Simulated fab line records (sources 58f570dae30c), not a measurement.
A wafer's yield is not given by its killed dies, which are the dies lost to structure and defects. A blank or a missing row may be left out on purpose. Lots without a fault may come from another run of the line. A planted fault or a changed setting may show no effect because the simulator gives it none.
Which tool is to blame? | flow berkeley cmos170 | Sampling: 14 lots, 42 wafers, 2 of 331 route steps

WHAT EACH GAUGE READ, for each wafer
UCB170_CONTACT_THK_MEAS_02. Usual: CONTACT_PSG_THK 699 nm, standard deviation 6.4.
lot  | measured     | on            | CONTACT_PSG_THK (nm) | flag
L961 | day 7 07:51  | film metro-01 | 699 698 705          |
L962 | day 7 15:37  | film metro-01 | 700 702 705          |
L964 | day 7 16:23  | film metro-02 | 686 687 687          |
L963 | day 7 17:23  | film metro-02 | 694 696 696          |
L966 | day 8 02:07  | film metro-01 | 699 700 702          |
L967 | day 8 03:54  | film metro-02 | 698 691 699          |
L968 | day 8 16:45  | film metro-01 | 705 706 708          |
L970 | day 8 16:45  | film metro-03 | 688 692 690          |
L971 | day 8 18:37  | film metro-02 | 693 691 691          |
L972 | day 9 02:57  | film metro-01 | 714 709 710          |
L975 | day 9 17:50  | film metro-03 | 985 981 984          | OFF
L976 | day 9 17:50  | film metro-01 | 974 977 976          | OFF
L980 | day 11 03:50 | film metro-02 | 699 693 697          |
L983 | day 11 13:33 | film metro-01 | 704 700 695          |

WHICH TOOL RAN EACH LOT (tool, then ch and the chambers of the sampled wafers, then the start)
lot  | UCB170_CONTACT_CVD_01
L961 | lpcvd-02 ch 0, day 7 06:04
L962 | lpcvd-02 ch 1, day 7 13:49
L964 | lpcvd-01 ch 0, day 7 14:35
L963 | lpcvd-02 ch 1, day 7 15:36
L966 | lpcvd-02 ch 1, day 8 00:19
L967 | lpcvd-02 ch 0, day 8 02:07
L968 | lpcvd-02 ch 0, day 8 14:58
L970 | lpcvd-02 ch 0, day 8 14:58
L971 | lpcvd-01 ch 1, day 8 16:48
L972 | lpcvd-02 ch 0, day 9 01:10
L975 | lpcvd-02 ch 0, day 9 16:03
L976 | lpcvd-02 ch 0, day 9 16:03
L980 | lpcvd-01 ch 0, day 11 02:02
L983 | lpcvd-01 ch 1, day 11 11:46
- UCB170_CONTACT_CVD_01: deposits PSG from SiH4/O2/PH3, target thk 700 nm, time 2820 s.

AS READ BY THE TOOLS THEMSELVES (means over the sampled wafers that have a number; for cases with no such wafer, the mark the record gives instead)
UCB170_CONTACT_CVD_01. Usual: o2 flow sccm 90.02 sccm, standard deviation 0.24; pressure mtorr 300.0 mTorr, standard deviation 0.59; spike tc load C 468.9 C, standard deviation 1.5.
lot  | tool     | o2 flow sccm (sccm) | pressure mtorr (mTorr) | spike tc load C (C) | flag
L961 | lpcvd-02 | 89.83               | 299.4                  | 469.2               |
L962 | lpcvd-02 | 90.05               | 299.7                  | 467.8               |
L964 | lpcvd-01 | 90.50               | 299.6                  | 467.5               |
L963 | lpcvd-02 | 89.99               | 300.2                  | 468.2               |
L966 | lpcvd-02 | 89.91               | 299.6                  | 468.2               |
L967 | lpcvd-02 | 90.02               | 299.7                  | 468.3               |
L968 | lpcvd-02 | 90.02               | 300.6                  | 468.5               |
L970 | lpcvd-02 | 89.92               | 300.7                  | 469.3               |
L971 | lpcvd-01 | 90.22               | 300.7                  | 470.6               |
L972 | lpcvd-02 | 89.80               | 299.8                  | 469.3               |
L975 | lpcvd-02 | 89.92               | 300.0                  | 467.9               |
L976 | lpcvd-02 | 90.10               | 299.8                  | 469.0               |
L980 | lpcvd-01 | 90.26               | 300.1                  | 467.6               |
L983 | lpcvd-01 | 89.85               | 301.3                  | 471.1               |

THE ANSWER, worked out from the rows above alone
Rule: lot off if the mean of its wafers having a number is beyond 3 standard deviations from the usual mean. Also off: a lot with no number at a reading for which 4 or more lots have one. All remaining lots with rows at the step are treated as sound. First the gauges in route order, then the tools' own readings, where a lot's mean is used as printed above. At the first step where some lot is off, the reading lying furthest off is the one used; lots without a number count as furthest.
Off: at UCB170_CONTACT_THK_MEAS_02 (CONTACT_PSG_THK), L975, L976.
If a tool, at a process step before that reading, ran all the lots that are off and no sound lot after the first of them, it fits. The gauges at UCB170_CONTACT_THK_MEAS_02 are tried like those tools. One fits: UCB170_CONTACT_CVD_01 on lpcvd-02. Its last sound lot is L972 (day 9 01:10), its first lot that is off L975 (day 9 16:03): a fault that began between those two fits.

WHAT THE SIMULATOR HAD PUT IN
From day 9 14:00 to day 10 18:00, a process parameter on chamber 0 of lpcvd-02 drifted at UCB170_CONTACT_CVD_01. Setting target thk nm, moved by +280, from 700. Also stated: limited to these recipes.
Struck lots among those shown: L976, L975. The rule given above showed the same thing.
